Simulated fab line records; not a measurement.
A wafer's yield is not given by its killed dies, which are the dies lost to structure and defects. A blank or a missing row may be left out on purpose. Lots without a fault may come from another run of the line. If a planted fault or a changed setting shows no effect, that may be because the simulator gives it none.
The tool behind it: which one? :: flow rit cmos :: Sampling: 6 lots, 18 wafers, 3 of 202 route steps

## WHAT EACH GAUGE READ, for each wafer
RIT_SPACER_THK_MEAS_04.
lot: L946
measured: day 4 03:05
on: film metro-03
SPACER_NITRIDE_THK (nm): 245.9 247.6 248.8

lot: L948
measured: day 4 09:22
on: film metro-04
SPACER_NITRIDE_THK (nm): 249.9 252.1 248.3

lot: L950
measured: day 4 18:48
on: film metro-03
SPACER_NITRIDE_THK (nm): 246.2 244.7 244.1

lot: L954
measured: day 5 11:32
on: film metro-01
SPACER_NITRIDE_THK (nm): 248.1 248.4 249.3

lot: L960
measured: day 6 20:27
on: film metro-01
SPACER_NITRIDE_THK (nm): 246.1 244.2 245.8

lot: L962
measured: day 7 07:20
on: film metro-04
SPACER_NITRIDE_THK (nm): 244.6 246.5 245.6

## WHICH TOOL RAN EACH LOT (tool, then ch and the chambers of the sampled wafers, then the start)
lot: L946
RIT_ACTIVE_STRIP_14: plasma asher-04 ch 0,1, day 2 11:08
RIT_SPACER_CVD_03: lpcvd-02 ch 0, day 4 01:11

lot: L948
RIT_ACTIVE_STRIP_14: plasma asher-03 ch 0, day 2 22:16
RIT_SPACER_CVD_03: lpcvd-01 ch 0, day 4 07:26

lot: L950
RIT_ACTIVE_STRIP_14: plasma asher-03 ch 0,1, day 3 07:41
RIT_SPACER_CVD_03: lpcvd-02 ch 0, day 4 16:53

lot: L954
RIT_ACTIVE_STRIP_14: plasma asher-03 ch 1, day 4 03:49
RIT_SPACER_CVD_03: lpcvd-01 ch 0, day 5 09:37

lot: L960
RIT_ACTIVE_STRIP_14: plasma asher-01 ch 0,1, day 5 09:02
RIT_SPACER_CVD_03: lpcvd-01 ch 0, day 6 18:32

lot: L962
RIT_ACTIVE_STRIP_14: plasma asher-04 ch 1, day 5 20:05
RIT_SPACER_CVD_03: lpcvd-01 ch 1, day 7 05:25
- RIT_ACTIVE_STRIP_14: strips in O2, time 180 s.
- RIT_SPACER_CVD_03: deposits Si3N4 from SiH2Cl2/NH3, target thk 250 nm, time 3300 s.

## THE ANSWER, worked out from the rows above alone
Rule: the usual values come from the lots themselves. The widest of any qualifying gaps counts: lots, ordered by their means at a reading, are off when they make up no more than a third of the lots, leave a main group of 4 or more, and stand apart from it by 3 or more times the standard deviation of that group's means. A main group whose means are all the same, to the digits that the tables above print for the reading, isn't used. A lot without any number at a reading at which 4 lots or more have one is off too. Any other lot the step has rows for is counted as sound.
None of the lots is off at any reading shown; this tells nothing.

## WHAT THE SIMULATOR HAD PUT IN
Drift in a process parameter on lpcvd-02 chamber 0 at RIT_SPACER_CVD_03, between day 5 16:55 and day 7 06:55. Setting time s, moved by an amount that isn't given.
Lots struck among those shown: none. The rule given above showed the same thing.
